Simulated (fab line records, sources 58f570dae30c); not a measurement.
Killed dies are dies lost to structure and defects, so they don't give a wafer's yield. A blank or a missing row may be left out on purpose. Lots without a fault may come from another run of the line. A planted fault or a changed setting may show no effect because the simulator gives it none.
Split-lot experiment | flow berkeley_cmos170 | 5 lots, 23 wafers read, on a route of 331 steps

THE SPLIT
At UCB170_M2_EXPOSE_12 (exposes mask METAL2, target cd 700 nm), the setting dose_mj was moved away from the recipe's 26 on 5 of the 23 wafers read, by -7.1% to +7.0%. The other wafers ran this setting at the recipe's value.

FROM THE SPLIT TO THE READING: what the file shows between them, 2 steps
- UCB170_M2_PEB_13
- UCB170_M2_DEVELOP_14: develop time 45 s

THE READING
cd_nm, in nm, at UCB170_M2_CD_MEAS_15 (target cd 700 nm). Fault-free wafers of this fab line usually give 700.3 nm, standard deviation 1.2 nm.

wafer  | tool, chamber at the split | dose_mj as run | against the recipe | cd_nm, nm | against lot-mates on the recipe
L077.1 | krf_scanner-02, 0          | 26             | recipe             | 699.7     | -
L077.2 | krf_scanner-02, 0          | 26             | recipe             | 699.1     | -
L077.3 | krf_scanner-02, 0          | 26             | recipe             | 699.5     | -
L077.5 | krf_scanner-02, 0          | 26             | recipe             | 699.8     | -
L077.6 | krf_scanner-02, 0          | 26             | recipe             | 698.4     | -
L079.1 | krf_scanner-01, 0          | 26             | recipe             | 700.4     | -
L079.2 | krf_scanner-01, 0          | 24.16          | -7.1%              | 714.5     | +13.2
L079.3 | krf_scanner-01, 0          | 24.16          | -7.1%              | 712.3     | +11.0
L079.5 | krf_scanner-01, 0          | 26             | recipe             | 702.3     | -
L079.6 | krf_scanner-01, 0          | 24.16          | -7.1%              | 711.5     | +10.2
L080.1 | krf_scanner-01, 0          | 26             | recipe             | 699.7     | -
L080.2 | krf_scanner-01, 0          | 26             | recipe             | 699.2     | -
L080.3 | krf_scanner-01, 0          | 27.82          | +7.0%              | 687.7     | -11.5
L080.5 | krf_scanner-01, 0          | 27.82          | +7.0%              | 688.6     | -10.6
L080.6 | krf_scanner-01, 0          | 26             | recipe             | 698.7     | -
L085.2 | krf_scanner-01, 0          | 26             | recipe             | 699.3     | -
L085.5 | krf_scanner-01, 0          | 26             | recipe             | 700.8     | -
L085.6 | krf_scanner-01, 0          | 26             | recipe             | 699.2     | -
L084.1 | krf_scanner-02, 0          | 26             | recipe             | 701.2     | -
L084.3 | krf_scanner-02, 0          | 26             | recipe             | 700.2     | -
L084.4 | krf_scanner-02, 0          | 26             | recipe             | 700.6     | -
L084.5 | krf_scanner-02, 0          | 26             | recipe             | 699.1     | -
L084.6 | krf_scanner-02, 0          | 26             | recipe             | 700.6     | -

THE FIT
A straight line over all 23 wafers: cd_nm changes by -1.76 nm for each +1% of dose_mj; r = -0.99; the points scatter about the line by 1 nm.
The same after taking each lot's own level away (the mean of its wafers on the recipe; 23 wafers): -1.6 nm for each +1%; r = -0.99; scatter 0.78 nm.
On that fit, the largest move of dose_mj shifts the reading by 11 nm.
The lots' own levels span 699.20 to 701.35 nm, that is 1.8 times the standard deviation above.
So the lot-to-lot level changes the slope: the two fits differ.
Check: with one of the wafers moved furthest among these (-7.1%) left out of the fit, the line predicts +10.8 nm for it against its lot-mates. It came out at +13.2 nm against them.

OTHER SPLITS ON THESE WAFERS
These wafers also went through other splits before the reading. Each is held against what the fit with the lots' levels taken away leaves over:
other split on the same wafers       | wafers away from the commonest value | r with cd_nm (lot level and that fit taken away)
UCB170_NSD_EXPOSE_03 dose_mj         | 7                                    | +0.33
UCB170_CONTACT_CVD_01 sih4_flow_sccm | 18                                   | +0.02
UCB170_CONTACT_ETCH_17 source_w      | 7                                    | -0.13
UCB170_M1_SPUTTER_00 time_s          | 9                                    | -0.08
UCB170_V1_ETCH_14 time_s             | 6                                    | +0.09

THE WHOLE CHAIN: every reading that the file lists as answering this split, in the file's order
step                 | what it does         | reading                                                   | change (the file's fit)              | r (the file's)
UCB170_M2_CD_MEAS_15 | target cd 700 nm     | cd_nm                                                     | -1.6 nm for each +1% of the setting  | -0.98
UCB170_M2_ETCH_17    | etches BARC in N2/H2 | M2.cd_nm (the simulator's own value, which no gauge read) | -1.46 nm for each +1% of the setting | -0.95

THE FILE'S OWN FIT
cd_nm changes by -1.6 nm for each +1% of dose_mj, r = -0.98.
